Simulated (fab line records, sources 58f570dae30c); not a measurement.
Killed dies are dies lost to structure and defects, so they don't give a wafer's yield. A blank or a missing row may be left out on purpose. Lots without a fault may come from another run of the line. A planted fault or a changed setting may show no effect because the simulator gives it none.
fab line records | flow berkeley_cmos170
record lots=6 wafers=18 last_day=11
route steps=331 shown PLDD@154 NLDD@158 SPACER@171 PSD@175 NSD@187
lots that met no fault: from a run of the same line without faults
start_h: hours from the record's first day to the start of the lot's first wafer shown | wait_h: hours since the lot's step before | " the same as in the row above | L1.1+2: a row that stands for several wafers | - no value, or no start given | * or withheld: withheld | < > ~ a bound
route shown NAME@n: a module of which the file shows steps, and the number in the route of the first | usual: mean/standard deviation of fault-free wafers | same: alike in all rows | chamber/n: place in a boat | sites: the reading at each site | _std_site: their standard deviation | _edge_site: outer sites' mean less inner sites' | radius_mm: how far each site lies from the wafer's centre | mask NAME#n: copy n | behind: the tool/chamber that last shaped the wafer | hold: why the lot was held/for how many hours/how that ended | device: the transistor (n, p or np) that didn't switch | end of line: the same wafers' tests at the end of the route | a step without rows: its recipe alone | killed: dies lost to structure and defects at the first sort, not the wafer's yield | map: a wafer's dies, x killed, . not, _ none there
set.NAME: the setting as run; set.NAME@STEP: as run at that earlier step | model.NAME: the simulator's own value behind a step, which no gauge read
lots at some steps of the route; a table a step, a row a wafer
services: from which hour (start_h, from the record's first day; less than 0 if before it) a tool's chamber was out of use, for how many hours, and why
## steps
# step UCB170_PLDD_IMPLANT_09
# recipe species=BF2 dose_cm2=5e+13 energy_kev=10 tilt_deg=7 rotation_deg=180
# step UCB170_PLDD_STRIP_10
# recipe chemistry=O2 power_w=400 pressure_mtorr=3500 platen_temp_c=withheld o2_flow_sccm=400 overash_fraction=0.5
# usual drypump_motor_current_A=5.56/0.3 oes_product_au=0.734/0.0045 strip_time_to_endpoint_s=21.67/0.062
# same overash_fraction=0.5
# columns lot.wafer tool chamber start_h wait_h drypump_motor_current_A oes_product_au rf_hours_counter_h strip_time_to_endpoint_s
L279.3 plasma_asher-03 0 154.90 0.1 5.08 0.737 - 21.68
L279.4 " 1 " " 5.88 0.743 - 21.71
L279.6 " 0 " " 5.08 0.724 - 21.71
L282.4 plasma_asher-02 1 165.38 0.1 5.95 0.734 - 21.72
L282.5 " 1 " " 5.96 0.739 - 21.77
L282.6 " 0 " " 5.73 0.737 - 21.68
L283.1 plasma_asher-03 1 177.68 0.1 5.92 0.724 50 21.61
L283.4 " 0 " " 5.06 0.740 - 21.62
L283.6 " 0 " " 5.09 0.741 - 21.63
L284.1 plasma_asher-02 1 184.01 0.1 5.97 0.739 50 21.76
L284.4 " 0 " " 5.71 0.732 - 21.66
L284.6 " 1 " " 5.99 0.730 - 21.63
L287.1 plasma_asher-03 1 196.45 0.1 5.89 0.745 53 21.63
L287.3 " 0 " " 5.06 0.728 - 21.66
L287.5 " 1 " " 5.90 0.733 - 21.57
L294.2 plasma_asher-04 1 229.44 0.1 5.36 0.738 12 21.64
L294.3 " 1 " " 5.35 0.734 - 21.54
L294.5 " 0 " " 5.36 0.732 - 21.63
# step UCB170_PLDD_TW_MEAS_11
# usual PLDD_TW=1019/6.4
# columns lot.wafer tool chamber start_h wait_h PLDD_TW
L279.3 film_metro-01 - 154.99 0.1 1017
L279.4 " - " " 1018
L279.6 " - " " 1017
L282.4 film_metro-03 - 165.48 0.1 1015
L282.5 " - " " 1013
L282.6 " - " " 1020
L283.1 film_metro-04 - 177.78 0.1 1029
L283.4 " - " " 1031
L283.6 " - " " 1033
L284.1 film_metro-01 - 184.11 0.1 1014
L284.4 " - " " 1010
L284.6 " - " " 1017
L287.1 film_metro-01 - 196.55 0.1 1016
L287.3 " - " " 1020
L287.5 " - " " 1015
L294.2 film_metro-04 - 229.55 0.1 1030
L294.3 " - " " 1023
L294.5 " - " " 1027
# step UCB170_PLDD_CLEAN_12
# recipe chemistry=SPM temp_c=120 time_s=600
# step UCB170_NLDD_HMDS_00
# recipe prime_time_s=60 prime_temp_c=100
# step UCB170_NLDD_COAT_01
# recipe resist=KrF spin_rpm=1500 resist_thk_nm=900
# step UCB170_NLDD_SOFTBAKE_02
# recipe resist=KrF temp_c=130 time_s=60
# step UCB170_NLDD_EXPOSE_03
# recipe mask_id=NSELECT na=0.5 sigma_outer=0.6 source_shape=conventional target_cd_nm=1200 dose_mj=30
# step UCB170_NLDD_PEB_04
# recipe peb_temp_c=130 peb_time_s=withheld resist=KrF
# step UCB170_NLDD_DEVELOP_05
# recipe developer=TMAH develop_time_s=45 resist=KrF dev_temp_c=21
# step UCB170_NLDD_CD_MEAS_06
# recipe target_cd_nm=1200
# usual cd_nm=1200.0/1.4
# columns lot.wafer tool chamber start_h wait_h cd_nm
L279.3 cd_sem-01 - 157.35 - 1201.5
L279.4 " - " " 1203.0
L279.6 " - " " 1202.4
L282.4 cd_sem-02 - 167.06 - 1200.8
L282.5 " - " " 1202.4
L282.6 " - " " 1200.8
L283.1 cd_sem-02 - 179.36 - 1199.8
L283.4 " - " " 1199.4
L283.6 " - " " 1199.6
L284.1 cd_sem-01 - 186.36 - 1200.5
L284.4 " - " " 1200.8
L284.6 " - " " 1200.8
L287.1 cd_sem-02 - 201.99 - 1201.4
L287.3 " - " " 1202.2
L287.5 " - " " 1200.7
L294.2 cd_sem-01 - 231.24 - 1198.6
L294.3 " - " " 1199.8
L294.5 " - " " 1198.9
# step UCB170_NLDD_OVL_MEAS_07
# usual NLDD_OVL=-5/5.4
# columns lot.wafer tool chamber start_h wait_h NLDD_OVL[nm]
L279.3 overlay-01 - 157.45 0.1 0
L279.4 " - " " -5
L279.6 " - " " 1
L282.4 overlay-01 - 167.14 0.1 -9
L282.5 " - " " -13
L282.6 " - " " -14
L283.1 overlay-02 - 179.48 0.1 -5
L283.4 " - " " -12
L283.6 " - " " -8
L284.1 overlay-02 - 186.48 0.1 -12
L284.4 " - " " -10
L284.6 " - " " -6
L287.1 overlay-02 - 202.11 0.1 -10
L287.3 " - " " -12
L287.5 " - " " -12
L294.2 overlay-01 - 231.35 0.1 7
L294.3 " - " " -2
L294.5 " - " " -7
# step UCB170_NLDD_IMPLANT_08
# recipe species=As dose_cm2=5e+13 energy_kev=30 tilt_deg=7 rotation_deg=0
# usual beam_energy_keV=30.000/0.0083 faraday_current_uA=158/3.2 tilt_deg=7.001/0.02
# columns lot.wafer tool chamber start_h wait_h beam_energy_keV faraday_current_uA tilt_deg
L279.3 implanter-03 0 157.55 0.1 30.002 154 6.992
L279.4 " 0 " " 29.998 159 7.003
L279.6 " 0 " " 29.996 160 6.985
L282.4 implanter-01 0 167.23 0.1 29.988 152 7.040
L282.5 " 0 " " 29.991 157 7.012
L282.6 " 0 " " 29.986 160 7.015
L283.1 implanter-01 0 179.52 0.0 29.996 152 0.051
L283.4 " 0 " " 30.009 159 0.017
L283.6 " 0 " " 29.999 164 0.006
L284.1 implanter-01 0 186.51 0.0 30.003 163 -0.009
L284.4 " 0 " " 29.984 157 0.019
L284.6 " 0 " " 30.001 159 0.004
L287.1 implanter-02 0 202.15 0.0 30.005 156 6.988
L287.3 " 0 " " 30.004 157 6.973
L287.5 " 0 " " 30.007 156 6.988
L294.2 implanter-03 0 231.40 0.0 30.000 160 6.991
L294.3 " 0 " " 29.989 152 7.013
L294.5 " 0 " " 30.001 162 7.013
# step UCB170_NLDD_IMPLANT_09
# recipe species=As dose_cm2=5e+13 energy_kev=30 tilt_deg=7 rotation_deg=180
# step UCB170_NLDD_STRIP_10
# recipe chemistry=O2 power_w=400 pressure_mtorr=3500 platen_temp_c=withheld o2_flow_sccm=400 overash_fraction=0.5
# usual drypump_motor_current_A=5.7/0.32 oes_product_au=0.735/0.0048 strip_time_to_endpoint_s=21.66/0.066
# same overash_fraction=0.5
# columns lot.wafer tool chamber start_h wait_h drypump_motor_current_A oes_product_au rf_hours_counter_h strip_time_to_endpoint_s
L279.3 plasma_asher-02 1 157.83 0.1 6.0 0.733 - 21.57
L279.4 " 0 " " 5.7 0.745 - 21.68
L279.6 " 1 " " 6.0 0.737 - 21.63
L282.4 plasma_asher-01 0 167.49 0.1 5.6 0.738 - 21.70
L282.5 " 1 " " 6.0 0.727 - 21.63
L282.6 " 0 " " 5.5 0.740 - 21.64
L283.1 plasma_asher-02 0 179.82 0.1 5.7 0.726 50 21.69
L283.4 " 1 " " 6.0 0.738 - 21.75
L283.6 " 1 " " 6.0 0.733 - 21.72
L284.1 plasma_asher-03 0 186.81 0.1 5.1 0.737 51 21.63
L284.4 " 0 " " 5.1 0.734 - 21.67
L284.6 " 1 " " 5.9 0.732 - 21.54
L287.1 plasma_asher-01 0 202.45 0.1 5.5 0.731 39 21.75
L287.3 " 0 " " 5.6 0.738 - 21.75
L287.5 " 1 " " 6.0 0.737 - 21.75
L294.2 plasma_asher-01 0 231.68 0.1 5.6 0.730 42 21.65
L294.3 " 0 " " 5.5 0.732 - 21.59
L294.5 " 1 " " 6.0 0.734 - 21.57
# step UCB170_NLDD_TW_MEAS_11
# usual NLDD_TW=2234/13
# columns lot.wafer tool chamber start_h wait_h hold NLDD_TW
L279.3 film_metro-03 - 157.92 0.1 - 2225
L279.4 " - " " - 2219
L279.6 " - " " - 2229
L282.4 film_metro-01 - 167.59 0.1 - 2226
L282.5 " - " " - 2240
L282.6 " - " " - 2242
L283.1 film_metro-04 - 179.92 0.1 await_dispo/0.2h/release 2162
L283.4 " - " " await_dispo/0.2h/release 2164
L283.6 " - " " await_dispo/0.2h/release 2159
L283.1 film_metro-04 - 180.14 0.2 - 2163
L283.4 " - " " - 2171
L283.6 " - " " - 2175
L284.1 film_metro-01 - 186.91 0.1 await_dispo/0.2h/release 2129
L284.4 " - " " await_dispo/0.2h/release 2129
L284.6 " - " " await_dispo/0.2h/release 2125
L284.1 film_metro-01 - 187.14 0.2 - 2120
L284.4 " - " " - 2136
L284.6 " - " " - 2128
L287.1 film_metro-01 - 202.55 0.1 - 2228
L287.3 " - " " - 2237
L287.5 " - " " - 2218
L294.2 film_metro-01 - 231.79 0.1 - 2247
L294.3 " - " " - 2241
L294.5 " - " " - 2254
# step UCB170_SPACER_CVD_00
# recipe material=SiO2 target_thk_nm=376 temp_c=390 precursor=TEOS/O2 time_s=45.04 rf_w=550 pressure_mtorr=9000
# usual heater_power_w=258/67
# same time_s=45.04
# columns lot.wafer tool chamber start_h wait_h heater_power_w
L279.3 pecvd-03 0 158.32 0.0 370
L279.4 " 2 " " 304
L279.6 " 1 " " 204
L282.4 pecvd-02 0 167.82 0.0 266
L282.5 " 1 " " 396
L282.6 " 2 " " 188
L283.1 pecvd-03 2 186.76 0.0 375
L283.4 " 1 " " 240
L283.6 " 2 " " 274
L284.1 pecvd-03 0 190.17 0.0 340
L284.4 " 2 " " 268
L284.6 " 1 " " 232
L287.1 pecvd-01 0 202.80 0.0 164
L287.3 " 1 " " 260
L287.5 " 1 " " 276
L294.2 pecvd-01 0 232.07 0.0 223
L294.3 " 2 " " 287
L294.5 " 2 " " 201
# step UCB170_SPACER_THK_MEAS_01
# recipe reads=SiO2_of_SPACER_CVD_00
# usual SPACER_TEOS_THK=361/5
# columns lot.wafer tool chamber start_h wait_h SPACER_TEOS_THK[nm]
L279.3 film_metro-02 - 158.38 0.0 351
L279.4 " - " " 362
L279.6 " - " " 365
L282.4 film_metro-04 - 167.87 0.0 365
L282.5 " - " " 364
L282.6 " - " " 362
L283.1 film_metro-02 - 186.88 0.1 356
L283.4 " - " " 365
L283.6 " - " " 360
L284.1 film_metro-02 - 190.22 0.0 351
L284.4 " - " " 363
L284.6 " - " " 368
L287.1 film_metro-04 - 202.84 0.0 365
L287.3 " - " " 366
L287.5 " - " " 374
L294.2 film_metro-04 - 232.13 0.0 363
L294.3 " - " " 356
L294.5 " - " " 365
# step UCB170_SPACER_ANNEAL_02
# recipe temp_c=900 time_s=1800 ambient=N2
# step UCB170_SPACER_ETCHBACK_03
# recipe stop_on=Si target=SiO2 chemistry=CHF3/CF4/Ar CHF3_flow_sccm=50 cf4_flow_sccm=10 Ar_flow_sccm=120 pressure_mtorr=200 rf_w=500 target_depth_a=3760 time_s=100
# usual drypump_motor_current_A=5.6/0.31 oes_product_au=0.880/0.014 throttle_valve_pct=6.47/0.11
# same time_s=100
# columns lot.wafer tool chamber start_h wait_h drypump_motor_current_A oes_product_au rf_hours_counter_h throttle_valve_pct
L279.3 rie_diel-02 2 160.61 0.0 5.7 0.869 82 6.50
L279.4 " 3 " " 5.6 0.880 94 6.42
L279.6 " 3 " " 5.6 0.883 - 6.42
L282.4 rie_diel-04 2 170.48 0.0 6.3 0.895 119 6.28
L282.5 " 1 " " 5.2 0.891 - 6.51
L282.6 " 0 " " 5.6 0.899 - 6.63
L283.1 rie_diel-04 2 188.72 0.0 6.3 0.881 120 6.30
L283.4 " 3 " " 5.8 0.886 44 6.43
L283.6 " 0 " " 5.6 0.902 - 6.63
L284.1 rie_diel-02 3 191.78 0.0 5.7 0.850 95 6.40
L284.4 " 3 " " 5.7 0.875 - 6.39
L284.6 " 1 " " 5.4 0.886 - 6.34
L287.1 rie_diel-04 0 206.88 0.0 5.5 0.899 97 6.64
L287.3 " 2 " " 6.4 0.900 121 6.30
L287.5 " 3 " " 5.9 0.905 - 6.46
L294.2 rie_diel-02 3 236.12 0.0 5.7 0.872 98 6.41
L294.3 " 1 " " 5.4 0.861 82 6.33
L294.5 " 0 " " 5.2 0.897 - 6.50
# step UCB170_PSD_HMDS_00
# recipe prime_time_s=60 prime_temp_c=100
# step UCB170_PSD_COAT_01
# recipe resist=KrF spin_rpm=1500 resist_thk_nm=900
# step UCB170_PSD_SOFTBAKE_02
# recipe resist=KrF temp_c=128.7 time_s=60
# step UCB170_PSD_EXPOSE_03
# recipe mask_id=PSELECT_MOD na=0.5 sigma_outer=0.6 source_shape=conventional target_cd_nm=1200 dose_mj=30
# step UCB170_PSD_PEB_04
# recipe peb_temp_c=130 peb_time_s=withheld resist=KrF
# step UCB170_PSD_DEVELOP_05
# recipe developer=TMAH develop_time_s=45 resist=KrF dev_temp_c=21
# step UCB170_PSD_CD_MEAS_06
# recipe target_cd_nm=1200
# usual cd_nm=1199.9/1.3
# columns lot.wafer tool chamber start_h wait_h cd_nm
L279.3 cd_sem-01 - 162.80 - 1202.4
L279.4 " - " " 1199.2
L279.6 " - " " 1200.4
L282.4 cd_sem-01 - 171.92 - 1200.1
L282.5 " - " " 1200.5
L282.6 " - " " 1201.1
L283.1 cd_sem-01 - 189.98 - 1199.8
L283.4 " - " " 1198.3
L283.6 " - " " 1198.2
L284.1 cd_sem-02 - 192.71 - 1202.4
L284.4 " - " " 1201.1
L284.6 " - " " 1201.9
L287.1 cd_sem-02 - 208.32 - 1199.3
L287.3 " - " " 1200.4
L287.5 " - " " 1201.0
L294.2 cd_sem-01 - 237.47 - 1200.6
L294.3 " - " " 1199.3
L294.5 " - " " 1199.6
# step UCB170_PSD_OVL_MEAS_07
# usual PSD_OVL=1/4.7
# columns lot.wafer tool chamber start_h wait_h PSD_OVL[nm]
L279.3 overlay-01 - 162.90 0.1 9
L279.4 " - " " 9
L279.6 " - " " 4
L282.4 overlay-01 - 172.00 0.1 -6
L282.5 " - " " 2
L282.6 " - " " 1
L283.1 overlay-01 - 190.10 0.1 1
L283.4 " - " " 4
L283.6 " - " " 1
L284.1 overlay-02 - 192.83 0.1 8
L284.4 " - " " 8
L284.6 " - " " 4
L287.1 overlay-01 - 208.44 0.1 -4
L287.3 " - " " -6
L287.5 " - " " -6
L294.2 overlay-01 - 237.57 0.1 3
L294.3 " - " " 5
L294.5 " - " " 5
# step UCB170_PSD_IMPLANT_08
# recipe species=B dose_cm2=3e+15 energy_kev=20 tilt_deg=7
# step UCB170_PSD_STRIP_09
# recipe chemistry=O2 power_w=400 pressure_mtorr=3500 platen_temp_c=withheld o2_flow_sccm=400 overash_fraction=0.5
# usual drypump_motor_current_A=5.5/0.32 oes_product_au=0.600/0.0042 strip_time_to_endpoint_s=29.47/0.097
# same overash_fraction=0.5
# columns lot.wafer tool chamber start_h wait_h drypump_motor_current_A oes_product_au rf_hours_counter_h strip_time_to_endpoint_s
L279.3 plasma_asher-04 1 163.10 0.1 5.3 0.604 - 29.55
L279.4 " 0 " " 5.4 0.598 - 29.44
L279.6 " 1 " " 5.3 0.605 - 29.55
L282.4 plasma_asher-01 1 172.20 0.1 6.0 0.596 - 29.33
L282.5 " 1 " " 6.0 0.599 - 29.35
L282.6 " 0 " " 5.6 0.605 - 29.39
L283.1 plasma_asher-04 0 190.28 0.1 5.4 0.602 7 29.63
L283.4 " 0 " " 5.4 0.600 - 29.57
L283.6 " 1 " " 5.3 0.607 - 29.72
L284.1 plasma_asher-01 0 193.02 0.1 5.5 0.607 38 29.34
L284.4 " 1 " " 6.0 0.601 - 29.32
L284.6 " 1 " " 6.0 0.608 - 29.40
L287.1 plasma_asher-01 1 208.62 0.1 6.0 0.592 40 29.29
L287.3 " 0 " " 5.6 0.596 - 29.40
L287.5 " 0 " " 5.6 0.599 - 29.40
L294.2 plasma_asher-01 1 237.75 0.1 6.0 0.592 43 29.58
L294.3 " 0 " " 5.5 0.597 - 29.60
L294.5 " 0 " " 5.6 0.603 - 29.52
# step UCB170_PSD_TW_MEAS_10
# usual PSD_TW=2349/13
# columns lot.wafer tool chamber start_h wait_h PSD_TW
L279.3 film_metro-03 - 163.19 0.1 2340
L279.4 " - " " 2334
L279.6 " - " " 2334
L282.4 film_metro-03 - 172.30 0.1 2343
L282.5 " - " " 2339
L282.6 " - " " 2368
L283.1 film_metro-03 - 190.44 0.1 2364
L283.4 " - " " 2346
L283.6 " - " " 2355
L284.1 film_metro-03 - 193.12 0.1 2334
L284.4 " - " " 2334
L284.6 " - " " 2337
L287.1 film_metro-03 - 208.72 0.1 2335
L287.3 " - " " 2331
L287.5 " - " " 2346
L294.2 film_metro-01 - 237.86 0.1 2358
L294.3 " - " " 2361
L294.5 " - " " 2349
# step UCB170_PSD_CLEAN_11
# recipe chemistry=SPM temp_c=120 time_s=600
# step UCB170_NSD_HMDS_00
# recipe prime_time_s=60 prime_temp_c=100
# step UCB170_NSD_COAT_01
# recipe resist=KrF spin_rpm=1500 resist_thk_nm=900
# step UCB170_NSD_SOFTBAKE_02
# recipe resist=KrF temp_c=130 time_s=60
# step UCB170_NSD_EXPOSE_03
# recipe mask_id=NSELECT_MOD na=0.5 sigma_outer=0.6 source_shape=conventional target_cd_nm=1200 dose_mj=30
# step UCB170_NSD_PEB_04
# recipe peb_temp_c=130 peb_time_s=withheld resist=KrF
# step UCB170_NSD_DEVELOP_05
# recipe developer=TMAH develop_time_s=45 resist=KrF dev_temp_c=21
# step UCB170_NSD_CD_MEAS_06
# recipe target_cd_nm=1200
# usual cd_nm=1200.1/1.2
# columns lot.wafer tool chamber start_h wait_h cd_nm
L279.3 cd_sem-02 - 164.66 - 1202.3
L279.4 " - " " 1199.0
L279.6 " - " " 1201.2
L282.4 cd_sem-02 - 176.06 - 1200.8
L282.5 " - " " 1201.0
L282.6 " - " " 1200.1
L283.1 cd_sem-02 - 195.84 - 1198.9
L283.4 " - " " 1200.1
L283.6 " - " " 1201.0
L284.1 cd_sem-01 - 195.97 - 1201.2
L284.4 " - " " 1200.3
L284.6 " - " " 1202.4
L287.1 cd_sem-01 - 210.07 - 1199.4
L287.3 " - " " 1199.8
L287.5 " - " " 1200.1
L294.2 cd_sem-02 - 239.16 - 1201.3
L294.3 " - " " 1201.3
L294.5 " - " " 1200.6
# step UCB170_NSD_OVL_MEAS_07
# usual NSD_OVL=4/5.4
# columns lot.wafer tool chamber start_h wait_h NSD_OVL[nm]
L279.3 overlay-01 - 164.75 0.1 -5
L279.4 " - " " 10
L279.6 " - " " 3
L282.4 overlay-01 - 176.14 0.1 5
L282.5 " - " " 1
L282.6 " - " " -3
L283.1 overlay-01 - 195.96 0.1 14
L283.4 " - " " 14
L283.6 " - " " 13
L284.1 overlay-02 - 196.09 0.1 0
L284.4 " - " " 1
L284.6 " - " " -6
L287.1 overlay-01 - 210.19 0.1 12
L287.3 " - " " 10
L287.5 " - " " 15
L294.2 overlay-02 - 239.27 0.1 -4
L294.3 " - " " 3
L294.5 " - " " -3
# step UCB170_NSD_IMPLANT_08
# recipe species=P dose_cm2=3e+15 energy_kev=40.3 tilt_deg=7
# step UCB170_SDANNEAL_RS_MEAS_05
# recipe thk_meas_gauge=four-point-probe
# usual NLDD_RS=615.7/1.3
# columns lot.wafer tool chamber start_h wait_h hold NLDD_RS[ohm/sq]
L279.3 film_metro-03 - 166.73 0.1 - 615.9
L279.4 " - " " - 615.7
L279.6 " - " " - 616.0
L282.4 film_metro-03 - 178.27 0.1 - 614.4
L282.5 " - " " - 613.7
L282.6 " - " " - 612.3
L284.1 film_metro-01 - 200.59 0.1 await_dispo/0.2h/release 537.7
L284.4 " - " " await_dispo/0.2h/release 538.5
L284.6 " - " " await_dispo/0.2h/release 536.7
L284.1 film_metro-01 - 200.87 0.3 - 537.4
L284.4 " - " " - 537.5
L284.6 " - " " - 536.8
L283.1 film_metro-03 - 201.20 0.1 await_dispo/0.2h/release 536.5
L283.4 " - " " await_dispo/0.2h/release 535.8
L283.6 " - " " await_dispo/0.2h/release 535.8
L283.1 film_metro-03 - 201.48 0.3 - 536.5
L283.4 " - " " - 536.2
L283.6 " - " " - 536.3
L287.1 film_metro-01 - 211.92 0.1 - 613.0
L287.3 " - " " - 615.0
L287.5 " - " " - 615.2
L294.2 film_metro-03 - 241.16 0.1 - 617.5
L294.3 " - " " - 616.1
L294.5 " - " " - 616.3
## services
# columns tool chamber start_h hours kind
pecvd-01 - 135.50 14.0 pm
pecvd-01 0 135.50 14.0 vent_cycle
pecvd-01 1 135.50 14.0 vent_cycle
pecvd-01 2 135.50 17.1 vent_cycle
pecvd-01 2 139.10 13.5 repair
plasma_asher-04 - 147.88 1.2 repair
pecvd-01 0 149.50 - clean
plasma_asher-03 - 150.77 2.4 repair
pecvd-01 - 155.03 2.8 pm
implanter-01 - 156.96 3.1 repair
implanter-03 - 164.07 4.3 repair
implanter-03 - 164.65 4.2 repair
pecvd-01 - 175.06 2.3 repair
rie_diel-02 0 186.63 - clean
rie_diel-02 0 186.63 22.8 scheduled_down
rie_diel-02 0 186.63 22.8 vent_cycle
pecvd-01 1 196.54 2.4 repair
implanter-02 - 209.04 2.7 repair
pecvd-03 - 214.32 4.3 pm
rie_diel-04 1 221.83 18.5 repair
implanter-02 - 226.06 4.7 pm
plasma_asher-01 - 226.52 4.3 pm
pecvd-03 - 230.01 6.0 pm
pecvd-01 1 236.90 2.3 repair
## key
first_sign step=UCB170_NLDD_IMPLANT_08 reading=tilt_deg direction=down sigmas=99+ usual=7.001 struck=0.015
effect step=UCB170_NLDD_TW_MEAS_11 reading=visit direction=added
effect step=UCB170_NLDD_TW_MEAS_11 reading=NLDD_TW direction=down sigmas=6.7 usual=2234 struck=2145
effect step=UCB170_SDANNEAL_RS_MEAS_05 reading=NLDD_RS direction=down sigmas=59 usual=615.7 struck=536.8
met_at UCB170_NLDD_IMPLANT_08
struck_wafers L283.1,L283.4,L283.6,L284.1,L284.4,L284.6
scrapped_behind UCB170_SDANNEAL_RS_MEAS_05 L283.1,L283.4,L283.6,L284.1,L284.4,L284.6
onset_between 167.23 179.52
fault kind=process_parameter_drift tool=implanter-01 chamber=- onset_h=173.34 steps=UCB170_NLDD_IMPLANT_08 channel=tilt_deg offset=-7 shape=step end_h=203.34 acts_in=these_recipes_only stated=7
